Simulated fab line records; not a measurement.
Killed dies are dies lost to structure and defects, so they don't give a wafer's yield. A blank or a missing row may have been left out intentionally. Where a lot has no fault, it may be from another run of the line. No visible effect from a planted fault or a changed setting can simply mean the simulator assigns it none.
fab line records | flow berkeley_cmos170
record: lots: 5 wafers: 15 last_day: 12
route steps=331 shown PVT@115
lots untouched by any fault: they come from a run of this same line in which no faults occurred
start_h: hours from the record's opening day to when the first of the lot's shown wafers began | wait_h: hours since the lot's step before | " unchanged from the row above | L1.1+2: a single row standing in for several wafers | - no value present, or no start provided | * or withheld: withheld | < > ~ a bound
route shown NAME@n: NAME is a module with steps in the file, n the number in the route of the first one | usual: mean/standard deviation taken from wafers without a fault | same: alike in all rows | chamber/n: place in a boat | sites: readings site by site | _std_site: their standard deviation | _edge_site: inner sites' mean taken away from outer sites' mean | radius_mm: for every site, how far away it sits from the centre of the wafer | mask NAME#n: copy n | behind: the tool/chamber that last shaped the wafer | hold: what put the lot on hold/how long, in hours/how the hold closed | device: whichever transistor did not switch (one of n, p or np) | end of line: tests run on the same wafers once the route is complete | for a step that has no rows: nothing shown but its recipe | killed: dies that structure and defects cost at the first sort, which is not the same as the wafer's yield | map: shows each die of a wafer: x if killed, . if not, _ if none is there
set.NAME: the setting the step ran with; set.NAME@STEP: the setting that earlier step ran with | model.NAME: the simulator's own value behind a step, which no gauge read
lots seen at some steps along the route; tables by step, rows by wafer
services: from which hour (start_h, from the record's first day; less than 0 if before it) a tool's chamber was out of use, for how many hours, and why
== steps ==
step: UCB170_PVT_HMDS_00
recipe: prime_time_s: 60 prime_temp_c: 100
usual: exhaust_pa: 45.0/0.97 resist_line_temp_C: 22.99/0.12
same: prime_time_s: 60
columns lot.wafer tool chamber start_h wait_h exhaust_pa resist_line_temp_C
L076.2 litho_track-01 0 152.96 0.6 43.8 22.90
L076.5 " 0 " " 43.5 22.96
L076.6 " 0 " " 42.7 22.93
L081.1 litho_track-01 0 172.71 0.0 44.9 23.00
L081.2 " 0 " " 44.2 22.89
L081.5 " 0 " " 43.2 23.19
L082.1 litho_track-01 0 182.47 0.0 45.0 23.04
L082.4 " 0 " " 45.6 22.98
L082.5 " 0 " " 45.0 22.88
L085.1 litho_track-03 0 197.26 0.3 45.5 22.93
L085.2 " 0 " " 44.0 22.96
L085.3 " 0 " " 45.1 23.09
L093.2 litho_track-03 0 231.71 0.4 45.3 22.67
L093.5 " 0 " " 44.5 22.88
L093.6 " 0 " " 44.9 22.88
step: UCB170_PVT_COAT_01
recipe: resist: KrF spin_rpm: 1500 resist_thk_nm: 900
usual: exhaust_pa: 44.9/0.9 resist_line_temp_C: 22.97/0.12
columns lot.wafer tool chamber start_h wait_h exhaust_pa resist_line_temp_C
L076.2 litho_track-01 0 153.11 0.1 44.3 23.17
L076.5 " 0 " " 45.2 22.88
L076.6 " 0 " " 44.9 23.08
L081.1 litho_track-01 0 172.86 0.1 46.2 22.96
L081.2 " 0 " " 46.6 23.00
L081.5 " 0 " " 46.1 23.16
L082.1 litho_track-01 0 182.62 0.1 44.1 22.95
L082.4 " 0 " " 44.9 22.81
L082.5 " 0 " " 45.0 22.91
L085.1 litho_track-03 0 197.41 0.1 44.6 22.94
L085.2 " 0 " " 43.9 23.17
L085.3 " 0 " " 46.1 23.15
L093.2 litho_track-03 0 231.86 0.1 45.9 22.72
L093.5 " 0 " " 44.6 22.61
L093.6 " 0 " " 45.0 22.72
step: UCB170_PVT_SOFTBAKE_02
recipe: resist: KrF temp_c: 130 time_s: 60
usual: exhaust_pa: 45.1/0.98 resist_line_temp_C: 23.00/0.11
columns lot.wafer tool chamber start_h wait_h exhaust_pa resist_line_temp_C
L076.2 litho_track-01 0 153.26 0.1 46.8 23.05
L076.5 " 0 " " 46.6 22.90
L076.6 " 0 " " 46.1 22.93
L081.1 litho_track-01 0 173.01 0.1 45.3 22.91
L081.2 " 0 " " 44.9 22.85
L081.5 " 0 " " 45.1 23.09
L082.1 litho_track-01 0 182.77 0.1 45.3 22.86
L082.4 " 0 " " 45.1 23.10
L082.5 " 0 " " 45.9 22.93
L085.1 litho_track-03 0 197.56 0.1 44.9 23.25
L085.2 " 0 " " 43.8 23.19
L085.3 " 0 " " 44.6 23.07
L093.2 litho_track-03 0 232.01 0.1 44.8 22.96
L093.5 " 0 " " 45.3 22.86
L093.6 " 0 " " 46.0 23.00
step: UCB170_PVT_EXPOSE_03
recipe: mask_id: NWELL target_cd_nm: 3000 na: 0.5 sigma_outer: 0.6 source_shape: conventional dose_mj: 30
usual: exposure_dose_mJ_cm2: 30.007/0.028
columns lot.wafer tool chamber start_h wait_h mask exposure_dose_mJ_cm2
L076.2 krf_scanner-02 0 153.52 0.2 NWELL#0 30.021
L076.5 " 0 " " NWELL#0 30.031
L076.6 " 0 " " NWELL#0 30.022
L081.1 krf_scanner-02 0 173.28 0.2 NWELL#0 30.007
L081.2 " 0 " " NWELL#0 29.990
L081.5 " 0 " " NWELL#0 29.994
L082.1 krf_scanner-02 0 182.93 0.1 NWELL#0 30.005
L082.4 " 0 " " NWELL#0 29.961
L082.5 " 0 " " NWELL#0 29.989
L085.1 krf_scanner-02 0 197.71 0.1 NWELL#0 30.013
L085.2 " 0 " " NWELL#0 30.001
L085.3 " 0 " " NWELL#0 30.021
L093.2 krf_scanner-01 0 232.15 0.1 NWELL#0 29.982
L093.5 " 0 " " NWELL#0 30.011
L093.6 " 0 " " NWELL#0 29.967
step: UCB170_PVT_PEB_04
recipe: peb_temp_c: 130 peb_time_s: withheld resist: KrF
usual: exhaust_pa: 44.9/0.87 resist_line_temp_C: 23.01/0.11
columns lot.wafer tool chamber start_h wait_h exhaust_pa resist_line_temp_C
L076.2 litho_track-03 0 154.31 0.8 45.6 23.03
L076.5 " 0 " " 44.0 23.17
L076.6 " 0 " " 45.8 22.98
L081.1 litho_track-03 0 173.70 0.4 45.2 23.05
L081.2 " 0 " " 45.4 23.13
L081.5 " 0 " " 46.0 23.13
L082.1 litho_track-02 0 183.24 0.3 46.6 23.04
L082.4 " 0 " " 46.4 23.07
L082.5 " 0 " " 45.6 23.01
L085.1 litho_track-03 0 197.99 0.3 45.6 22.87
L085.2 " 0 " " 45.7 22.91
L085.3 " 0 " " 44.6 22.89
L093.2 litho_track-03 0 232.61 0.4 44.9 22.84
L093.5 " 0 " " 45.4 22.75
L093.6 " 0 " " 46.4 22.81
step: UCB170_PVT_DEVELOP_05
recipe: developer: TMAH develop_time_s: 45 resist: KrF dev_temp_c: 21
usual: exhaust_pa: 45.0/0.9 resist_line_temp_C: 23.02/0.11
columns lot.wafer tool chamber start_h wait_h exhaust_pa resist_line_temp_C
L076.2 litho_track-03 0 - - 45.2 22.93
L076.5 " 0 " " 43.5 23.07
L076.6 " 0 " " 45.2 23.04
L081.1 litho_track-03 0 - - 46.0 22.92
L081.2 " 0 " " 44.9 22.76
L081.5 " 0 " " 45.5 22.79
L082.1 litho_track-02 0 - - 46.1 23.02
L082.4 " 0 " " 45.7 23.12
L082.5 " 0 " " 45.7 23.09
L085.1 litho_track-03 0 - - 45.6 22.98
L085.2 " 0 " " 45.1 23.03
L085.3 " 0 " " 46.5 22.94
L093.2 litho_track-03 0 - - 43.5 23.14
L093.5 " 0 " " 44.1 23.06
L093.6 " 0 " " 45.0 23.14
step: UCB170_PVT_OVL_MEAS_06
usual: PVT_OVL: 3/5.1
columns lot.wafer tool chamber start_h wait_h PVT_OVL[nm]
L076.2 overlay-02 - 154.57 - 2
L076.5 " - " " 7
L076.6 " - " " 2
L081.1 overlay-02 - 173.97 - 6
L081.2 " - " " 1
L081.5 " - " " -2
L082.1 overlay-02 - 183.52 - 2
L082.4 " - " " -2
L082.5 " - " " 5
L085.1 overlay-02 - 198.26 - 0
L085.2 " - " " 5
L085.3 " - " " 2
L093.2 overlay-02 - 232.87 - 9
L093.5 " - " " 4
L093.6 " - " " 10
step: UCB170_PVT_IMPLANT_07
recipe: species: P dose_cm2: 2e+12 energy_kev: 30.16 tilt_deg: 7
columns lot.wafer tool chamber start_h wait_h
L076.2+5+6 implanter-03 0 154.63 0.0
L081.1+2+5 implanter-04 0 174.01 0.0
L082.1+4+5 implanter-04 0 183.55 0.0
L085.1+2+3 implanter-03 0 198.30 0.0
L093.2+5+6 implanter-02 0 232.92 0.0
== services ==
columns tool chamber start_h hours kind
implanter-04 - 133.53 2.0 repair
krf_scanner-01 - 134.14 0.8 pm
implanter-02 - 135.05 1.7 repair
krf_scanner-02 - 153.62 1.3 pm
krf_scanner-01 - 175.32 1.3 pm
implanter-02 - 192.99 2.3 repair
implanter-02 - 215.42 0.5 repair
krf_scanner-01 0 221.85 - calibration
implanter-02 - 226.81 4.3 repair
== key ==
fault none
